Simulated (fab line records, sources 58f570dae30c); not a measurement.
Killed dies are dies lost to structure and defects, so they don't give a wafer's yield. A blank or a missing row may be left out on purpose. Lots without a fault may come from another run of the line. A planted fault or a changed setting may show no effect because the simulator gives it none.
Problem report in the 8D (eight disciplines) form, filled by code | flow berkeley_cmos170 | the parts of the form that need people (team, actions taken, sign-off) are left out

1. THE PROBLEM
NLDD_TW at UCB170_NLDD_TW_MEAS_11 reads a mean of 2140 on 4 wafers of 2 lots; wafers without a fault read 2234 with a standard deviation of 13. That is -7.2 standard deviations from the usual mean.
First seen on wafer L283.2, day 8 11:56, on film_metro-04. The record holds 40 wafers of 14 lots with a number at this step. Rule for "out", or "out of limits": more than 4 standard deviations from the usual mean. The other wafers with a number count as sound.

2. WHAT IT IS AND WHAT IT IS NOT
question                    | is                           | is not
which readings at this step | NLDD_TW                      | -
which lots                  | L283, L284                   | L272, L276, L278, L279, L280, L282, L287, L289, L290, L292, L294, L295
which wafers of those lots  | all that have a number       | -
read on which gauges        | film_metro-01, film_metro-04 | film_metro-03
when                        | from day 8 11:56             | up to then (18 sound wafers); but 18 sound wafers of L287, L289, L290, L292, L294, L295 came after

3. SUSPECTS, AND WHAT RULES EACH OUT
Counting: a tool at a process step up to the reading stays a suspect if it ran every lot that is out and no sound lot after the first of them.
- the gauge at UCB170_NLDD_TW_MEAS_11: ruled out. The wafers that are out were read on 2 gauges (film_metro-01, film_metro-04).
- implanter-01 at UCB170_NLDD_IMPLANT_08: kept. It ran every lot that is out, first L283 (day 8 11:32), and no sound lot after that; its last sound lot up to then is L282 (day 7 23:10). Its own readings are out on those wafers: tilt_deg.
Left after counting: implanter-01 at UCB170_NLDD_IMPLANT_08.

4. THE CAUSE (what the simulator had put in)
Process parameter drift: implanter-01, from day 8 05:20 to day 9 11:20, at UCB170_NLDD_IMPLANT_08. Setting tilt_deg, moved by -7, from 7. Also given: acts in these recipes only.
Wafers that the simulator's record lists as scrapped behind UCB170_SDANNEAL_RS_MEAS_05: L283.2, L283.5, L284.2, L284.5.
Counting left only this tool.

5. THE CHAIN OF EFFECTS, in route order
Each row: a reading whose mean over the struck wafers that have a number lies more than 3 standard deviations from the usual. Only readings for which the record gives a usual standard deviation are gone through. hours: the time from each lot's start at the first step in this table that gives one to its start at this step, as a median over the lots. sigmas: the change in usual standard deviations.
hours | step                       | reading  | usual         | on struck wafers | change | sigmas
0     | UCB170_NLDD_IMPLANT_08     | tilt_deg | 7.001 degrees | 0.024            | -6.978 | -99 or more
0     | UCB170_NLDD_TW_MEAS_11     | NLDD_TW  | 2234          | 2140             | -94    | -7.2
18    | UCB170_SDANNEAL_RS_MEAS_05 | NLDD_RS  | 615.7 ohm/sq  | 536.9            | -78.9  | -61
The process steps in it:
- UCB170_NLDD_IMPLANT_08

6. WHAT WOULD HAVE CAUGHT IT SOONER
In this record the first reading out of limits at a measuring or inspecting step was taken at day 8 11:56, 7 hours after the fault began at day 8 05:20.
The tool's own readings at UCB170_NLDD_IMPLANT_08 were out on every struck wafer that the step has a row for (tilt_deg): an alarm limit on them would have fired on the first of those.
Of the lots that are out (2), L284 began UCB170_NLDD_IMPLANT_08 on implanter-01 after day 8 11:56. A hold on the tool at that time would have spared it.
